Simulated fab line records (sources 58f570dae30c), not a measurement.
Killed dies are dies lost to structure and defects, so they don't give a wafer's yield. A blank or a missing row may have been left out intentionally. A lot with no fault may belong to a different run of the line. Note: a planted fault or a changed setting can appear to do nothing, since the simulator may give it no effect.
Matching of chambers / flow berkeley-cmos170 / cmp-01 running UCB170_V2_CMP_02: 4 sister chambers
The step polishes SiO2. 4 wafers are shown with their chamber, then 7 later ones without.

## EACH WAFER AND ITS CHAMBER
wafer=L614.6; chamber=3; motor-current-A (A)=16.5
wafer=L616.5; chamber=1; motor-current-A (A)=18.8
wafer=L618.1; chamber=0; motor-current-A (A)=13.9
wafer=L618.4; chamber=2; motor-current-A (A)=14.8

## WAFERS WITH NO CHAMBER GIVEN
wafer=L618.6; motor-current-A (A)=16.4
wafer=L621.1; motor-current-A (A)=17.9
wafer=L621.3; motor-current-A (A)=14.1
wafer=L621.6; motor-current-A (A)=19.1
wafer=L623.1; motor-current-A (A)=15.0
wafer=L623.2; motor-current-A (A)=14.3
wafer=L623.5; motor-current-A (A)=17.6

## WHICH CHAMBER EACH WENT THROUGH
wafer=L618.6; from the rows above=3; in truth=3
wafer=L621.1; from the rows above=can't be placed: 1 or 3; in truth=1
wafer=L621.3; from the rows above=can't be placed: 0 or 2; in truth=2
wafer=L621.6; from the rows above=1; in truth=1
wafer=L623.1; from the rows above=can't be placed: 2 or 0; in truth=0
wafer=L623.2; from the rows above=can't be placed: 0 or 2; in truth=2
wafer=L623.5; from the rows above=can't be placed: 3 or 1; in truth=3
Placed correctly: 2 of 7. These rows do not allow placing 5 (true chamber among the candidates in 5). Number placed wrongly: 0.
How it was worked out, from the rows above alone: a wafer's distance from a chamber is the root of the sum, over the readings, of the square of ((its reading less the chamber's mean) divided by the reading's scatter). If the next closest chamber is less than 2 further off than the closest, the wafer can't be placed; otherwise it belongs to the closest. A chamber's mean is the mean of its shown wafers. The scatter: with one shown wafer a chamber, the root of the mean of the squares of how far each hidden wafer lies from its nearest shown one.
